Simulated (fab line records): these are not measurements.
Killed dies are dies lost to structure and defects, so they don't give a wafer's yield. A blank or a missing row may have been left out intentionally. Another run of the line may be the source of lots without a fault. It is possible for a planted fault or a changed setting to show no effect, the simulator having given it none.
A struck lot beside a sound one | flow ritCmos | 44 out of 202 route steps
Sound: the wafers L723.2, L723.4, L723.5. Struck: wafers L735.1, L735.2, L735.6. The cause comes at the end.
At each step with rows: each side's tool, then ch and its chambers, then its first start. Under that, the readings that differ: sound wafers | struck wafers | difference of the means | sigmas: that difference in standard deviations of wafers without a fault.
alike: a reading whose means differ by less than 2 such deviations, as well as words and numbers matching on both sides. not compared: withheld readings; readings where some wafer has no value; bounds like >300 that might hide an equal value; numbers whose values overlap and for which the record gives no deviation.
The two part at a step that has a row with sigmas, a row that says differs or no value, or rows on one side only. Numbers that don't overlap but have no deviation are shown without sigmas and don't part them. Lack of a reading on every wafer of one side parts them only where that side has two or more wafers.

first, 2 steps without rows for these wafers: RIT_NLDD_HARDBAKE_07 (time 60 s); RIT_NLDD_IMPLANT_08.
RIT_NLDD_STRIP_09: strips in O2, time 180 s.
  sound on plasmaAsher-04 ch 0,1, day 4 00:52; struck on plasmaAsher-02 ch 0,1, day 7 00:14
  alike: drypumpMotorCurrentA
  not compared: rfHoursCounterH
RIT_NLDD_TW_MEAS_10:
  sound on filmMetro-02, day 4 01:03; struck on filmMetro-04, day 7 00:25
  alike: NLDD_TW
then, 6 steps without rows for these wafers: RIT_PLDD_HMDS_00 (prime time 60 s); RIT_PLDD_COAT_01 (resist thk 1000 nm); RIT_PLDD_SOFTBAKE_02 (time 60 s); RIT_PLDD_EXPOSE_03 (exposes mask M8, target cd 40900 nm); RIT_PLDD_PEB_04; RIT_PLDD_DEVELOP_05 (develop time 50 s).
RIT_PLDD_OVL_MEAS_06:
  sound on overlay-02, day 4 02:05; struck on overlay-01, day 7 01:26
  alike: PLDD_OVL
then, 1 step without rows for these wafers: RIT_PLDD_HARDBAKE_07 (time 60 s).
RIT_PLDD_IMPLANT_08:
  sound on implanter-04 ch 0, day 4 02:17; struck on implanter-04 ch 0, day 7 01:56
  alike: beamOnS, faradayCurrentUA
RIT_PLDD_STRIP_09: strips in O2, time 180 s.
  sound on plasmaAsher-02 ch 0,1, day 4 02:25; struck on plasmaAsher-01 ch 0,1, day 7 02:05
  alike: drypumpMotorCurrentA
  not compared: rfHoursCounterH
RIT_PLDD_TW_MEAS_10:
  sound on filmMetro-02, day 4 02:35; struck on filmMetro-02, day 7 02:16
reading | sound          | struck         | difference | sigmas
PLDD_TW | 2356 2360 2355 | 2757 2752 2742 | +393       | +20
then, 4 steps without rows for these wafers: RIT_SPACER_CLEAN_00 (cleans in SC1, time 600 s); RIT_SPACER_CLEAN_01 (cleans in dHF, time 30 s); RIT_SPACER_CLEAN_02 (cleans in SC2, time 600 s); RIT_SPACER_CVD_03 (deposits Si3N4 from SiH2Cl2/NH3, target thk 250 nm, time 3300 s).
RIT_SPACER_THK_MEAS_04:
  sound on filmMetro-02, day 4 04:56; struck on filmMetro-02, day 7 04:37
reading                 | sound             | struck            | difference | sigmas
SPACER_NITRIDE_THK (nm) | 242.9 242.8 243.2 | 253.8 251.8 252.1 | +9.6       | +4
RIT_SPACER_ETCHBACK_05: etches Si3N4 in SF6/CHF3, stops on SiO2, target depth 250 nm, time 240 s.
  sound on rieDiel-02 ch 0,2, day 4 04:59; struck on rieDiel-02 ch 1,3, day 7 04:40
  alike: drypumpMotorCurrentA, oesProductAu, throttleValvePct
  not compared: rfHoursCounterH
then, 6 steps without rows for these wafers: RIT_NSD_HMDS_00 (prime time 60 s); RIT_NSD_COAT_01 (resist thk 1000 nm); RIT_NSD_SOFTBAKE_02 (time 60 s); RIT_NSD_EXPOSE_03 (exposes mask M9, target cd 40700 nm); RIT_NSD_PEB_04; RIT_NSD_DEVELOP_05 (develop time 50 s).
RIT_NSD_OVL_MEAS_06:
  sound on overlay-02, day 4 06:07; struck on overlay-02, day 7 05:40
  alike: NSD_OVL
then, 2 steps without rows for these wafers: RIT_NSD_HARDBAKE_07 (time 60 s); RIT_NSD_IMPLANT_08.
RIT_NSD_STRIP_09: strips in O2, time 180 s.
  sound on plasmaAsher-04 ch 1, day 4 06:27; struck on plasmaAsher-01 ch 0,1, day 7 06:16
  alike: drypumpMotorCurrentA
  not compared: rfHoursCounterH
RIT_NSD_TW_MEAS_10:
  sound on filmMetro-02, day 4 06:38; struck on filmMetro-04, day 7 06:26
  alike: NSD_TW
then, 6 steps without rows for these wafers: RIT_PSD_HMDS_00 (prime time 60 s); RIT_PSD_COAT_01 (resist thk 1000 nm); RIT_PSD_SOFTBAKE_02 (time 60 s); RIT_PSD_EXPOSE_03 (exposes mask M10, target cd 40900 nm); RIT_PSD_PEB_04; RIT_PSD_DEVELOP_05 (develop time 50 s).
RIT_PSD_OVL_MEAS_06:
  sound on overlay-02, day 4 07:32; struck on overlay-02, day 7 07:21
  alike: PSD_OVL
then, 2 steps without rows for these wafers: RIT_PSD_HARDBAKE_07 (time 60 s); RIT_PSD_IMPLANT_08.
RIT_PSD_STRIP_09: strips in O2, time 180 s.
  sound on plasmaAsher-01 ch 0,1, day 4 07:52; struck on plasmaAsher-01 ch 0,1, day 7 07:41
  alike: drypumpMotorCurrentA
  not compared: rfHoursCounterH
RIT_SDANNEAL_RS_MEAS_06: measures by four-point-probe.
  sound on filmMetro-04, day 4 08:47; struck on filmMetro-02, day 7 08:35
reading          | sound             | struck            | difference | sigmas
PLDD_RS (ohm/sq) | 178.7 178.4 179.1 | 152.4 152.0 152.6 | -26.4      | -55
RIT_M1_PROBE_99:
  sound on prober-01, day 4 16:04; struck on prober-01, day 7 16:49
  alike: killedAtContacts, killedAtFrontEnd, killedDies, killedOpen, killedShort

WHERE THEY PART
First at RIT_PLDD_TW_MEAS_10; last, within this record, at RIT_SDANNEAL_RS_MEAS_06. Later steps at which nothing parts them and some readings are alike: RIT_M1_PROBE_99.

WHY: what had been put in by the simulator
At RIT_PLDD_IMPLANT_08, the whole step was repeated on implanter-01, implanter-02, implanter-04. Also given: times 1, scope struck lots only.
